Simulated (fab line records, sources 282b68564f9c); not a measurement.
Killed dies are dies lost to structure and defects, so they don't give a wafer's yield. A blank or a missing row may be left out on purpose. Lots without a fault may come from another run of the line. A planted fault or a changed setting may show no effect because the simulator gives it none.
Tool commonality check | flow rit_cmos | 14 lots, 48 wafers sampled

WHY IT WAS OPENED
At RIT_ACTIVE_THK_MEAS_04 the reading ACTIVE_NITRIDE_THK is flagged on 2 of 14 lots. Wafers without a fault read 149.3 nm, standard deviation 1.6.
Rule: a lot is flagged when every wafer of it that has a number lies more than 4 standard deviations from that mean, or none has a number. The other lots count as sound.

lot  | measured    | on            | ACTIVE_NITRIDE_THK (nm), wafer by wafer | flag
L983 | day 1 13:32 | film_metro-03 | 151.4 152.3 152.2                       |
L984 | day 1 20:02 | film_metro-03 | 151.0 150.9 151.1                       |
L985 | day 2 00:10 | film_metro-03 | 147.6 148.0 147.5                       |
L986 | day 2 04:57 | film_metro-01 | 148.9 148.6 149.1                       |
L987 | day 2 10:32 | film_metro-01 | 150.2 151.7 150.4                       |
L988 | day 2 14:32 | film_metro-01 | 150.8 152.0 151.9                       |
L991 | day 3 05:44 | film_metro-02 | 150.5 151.9 151.1                       |
L992 | day 3 11:16 | film_metro-02 | 148.1 149.2 150.0                       |
L993 | day 3 16:20 | film_metro-03 | 147.3 148.2 148.4                       |
L994 | day 3 20:40 | film_metro-03 | 249.8 249.3 249.0 249.9 249.5 249.2     | FLAGGED
L995 | day 4 02:31 | film_metro-01 | 251.4 252.1 251.7 251.5 252.2 251.4     | FLAGGED
L996 | day 4 08:44 | film_metro-01 | 148.9 149.3 149.3                       |
L997 | day 4 12:04 | film_metro-03 | 150.0 149.1 148.0                       |
L103 | day 5 17:48 | film_metro-03 | 147.7 148.2 148.5                       |
The numbers of the flagged lots are 250.6 nm on average: +101.3 nm against the usual, or +63 standard deviations.

WHICH TOOL RAN EACH LOT
The record holds 1 process step before the reading, out of a route of 202 steps. In each cell: the tool, then ch and the chambers that the sampled wafers went through, then the start.
lot  | flag    | RIT_ACTIVE_CVD_03
L983 |         | lpcvd-02 ch 0, day 1 12:07
L984 |         | lpcvd-01 ch 1, day 1 18:36
L985 |         | lpcvd-02 ch 1, day 1 22:44
L986 |         | lpcvd-02 ch 1, day 2 03:31
L987 |         | lpcvd-01 ch 0, day 2 09:05
L988 |         | lpcvd-01 ch 1, day 2 13:07
L991 |         | lpcvd-01 ch 0, day 3 04:19
L992 |         | lpcvd-02 ch 1, day 3 09:50
L993 |         | lpcvd-01 ch 1, day 3 14:53
L994 | FLAGGED | lpcvd-01 ch 0, day 3 19:14
L995 | FLAGGED | lpcvd-01 ch 0, day 4 01:05
L996 |         | lpcvd-02 ch 0, day 4 07:19
L997 |         | lpcvd-02 ch 1, day 4 10:38
L103 |         | lpcvd-02 ch 0, day 5 16:22
What these steps do:
- RIT_ACTIVE_CVD_03: deposits Si3N4 from SiH2Cl2/NH3, target thk 150 nm, time 1500 s.
- RIT_ACTIVE_THK_MEAS_04

FLAGGED OVER TOTAL, TOOL BY TOOL (the gauges that took the reading come last)
step                   | tool          | lots run | flagged | share of the flagged lots | sound lots run after its first flagged lot
RIT_ACTIVE_CVD_03      | lpcvd-01      | 7        | 2       | all                       | 0
RIT_ACTIVE_CVD_03      | lpcvd-02      | 7        | 0       | none                      | -
RIT_ACTIVE_THK_MEAS_04 | film_metro-01 | 5        | 1       | some                      | 1 (L996)
RIT_ACTIVE_THK_MEAS_04 | film_metro-02 | 2        | 0       | none                      | -
RIT_ACTIVE_THK_MEAS_04 | film_metro-03 | 7        | 1       | some                      | 2 (L997,L103)

WHAT THE TABLE ALLOWS
1 row of the table ran every flagged lot: lpcvd-01 at RIT_ACTIVE_CVD_03.
- lpcvd-01 at RIT_ACTIVE_CVD_03: 2 of its 7 lots flagged. Its last sound lot is L993 (day 3 14:53), its first flagged lot L994 (day 3 19:14): a fault that began between those two fits. Its own readings lie more than 4 standard deviations out on every wafer of the flagged lots: spike_tc_centre_C, spike_tc_load_C, spike_tc_source_C, susceptor_temp_C.
One tool is left: lpcvd-01 at RIT_ACTIVE_CVD_03.

WHAT THE SIMULATOR HAD PUT IN
Process parameter drift: lpcvd-01, from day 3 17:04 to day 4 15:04, at RIT_ACTIVE_CVD_03. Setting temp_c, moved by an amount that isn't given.
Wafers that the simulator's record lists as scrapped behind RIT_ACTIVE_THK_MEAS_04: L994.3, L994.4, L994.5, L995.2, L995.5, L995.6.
Lots struck among those shown: L994, L995. The rule above found the same.
